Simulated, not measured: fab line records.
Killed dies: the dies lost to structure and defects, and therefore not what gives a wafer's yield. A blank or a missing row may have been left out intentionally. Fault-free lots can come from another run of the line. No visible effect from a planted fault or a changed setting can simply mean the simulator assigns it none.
Split-lot trial | flow rit-cmos | on a route of 202 steps: 5 lots, 23 wafers read

## ABOUT THE SPLIT
At RIT_GATE_OXIDATION_05 (target thk 3 nm, ox time 270 s), the setting temp-c was moved away from the recipe's 900 C on 20 of the 23 wafers read, by -2.3% to +2.4%. This setting was run at the recipe's value on the other wafers.

## FROM THE SPLIT ON TO THE READING: in between, the file shows 1 step
- RIT_GATE_ANNEAL_06: time 600 s

## THE READING
GATE_OXIDE_THK (nm), taken at RIT_GATE_THK_MEAS_07. On this fab line, fault-free wafers typically give 3.02 nm with a standard deviation of 0.064 nm.

wafer  | tool, chamber at the split | temp-c as run, C | against the recipe | GATE_OXIDE_THK, nm | against lot-mates on the recipe
L075.1 | -, -                       | 891.3            | -1.0%              | 2.72               | no lot-mate on the recipe
L075.2 | -, -                       | 891.3            | -1.0%              | 2.76               | no lot-mate on the recipe
L075.4 | -, -                       | 891.3            | -1.0%              | 2.71               | no lot-mate on the recipe
L075.5 | -, -                       | 891.3            | -1.0%              | 2.72               | no lot-mate on the recipe
L075.6 | -, -                       | 891.3            | -1.0%              | 2.78               | no lot-mate on the recipe
L078.1 | -, -                       | 921.2            | +2.4%              | 3.76               | no lot-mate on the recipe
L078.2 | -, -                       | 921.2            | +2.4%              | 3.78               | no lot-mate on the recipe
L078.3 | -, -                       | 921.2            | +2.4%              | 3.80               | no lot-mate on the recipe
L078.5 | -, -                       | 921.2            | +2.4%              | 3.78               | no lot-mate on the recipe
L078.6 | -, -                       | 921.2            | +2.4%              | 3.83               | no lot-mate on the recipe
L080.1 | -, -                       | 916              | +1.8%              | 3.55               | no lot-mate on the recipe
L080.2 | -, -                       | 916              | +1.8%              | 3.63               | no lot-mate on the recipe
L080.3 | -, -                       | 916              | +1.8%              | 3.65               | no lot-mate on the recipe
L080.4 | -, -                       | 916              | +1.8%              | 3.66               | no lot-mate on the recipe
L080.5 | -, -                       | 916              | +1.8%              | 3.65               | no lot-mate on the recipe
L081.1 | -, -                       | 879.6            | -2.3%              | 2.34               | no lot-mate on the recipe
L081.2 | -, -                       | 879.6            | -2.3%              | 2.43               | no lot-mate on the recipe
L081.3 | -, -                       | 879.6            | -2.3%              | 2.33               | no lot-mate on the recipe
L081.5 | -, -                       | 879.6            | -2.3%              | 2.40               | no lot-mate on the recipe
L081.6 | -, -                       | 879.6            | -2.3%              | 2.32               | no lot-mate on the recipe
L082.1 | furnace-01, 0              | 900              | recipe             | 3.06               | -
L082.3 | furnace-01, 0              | 900              | recipe             | 3.07               | -
L082.6 | furnace-01, 0              | 900              | recipe             | 3.01               | -

FIT RESULTS
A straight line over all 23 wafers: GATE_OXIDE_THK changes by +0.313 nm for each +1% of temp-c; r = +1.00; the points scatter about the line by 0.038 nm.
Too few moved wafers with a lot-mate on the recipe to fit a line net of each lot's own level.

## THE WHOLE CHAIN: every reading that the file lists as answering this split, in the file's order
step                  | what it does                   | reading                                                                           | change (the file's fit)               | r (the file's)
RIT_GATE_OXIDATION_05 | target thk 3 nm, ox time 270 s | SiO2_of_GATE_OXIDATION_05.thk-nm (the simulator's own value, which no gauge read) | +0.313 nm for each +1% of the setting | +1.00
RIT_GATE_THK_MEAS_07  |                                | GATE_OXIDE_THK                                                                    | +0.313 for each +1% of the setting    | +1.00

## FILE'S OWN FIT
GATE_OXIDE_THK changes by +0.313 nm for each +1% of temp-c, r = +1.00.
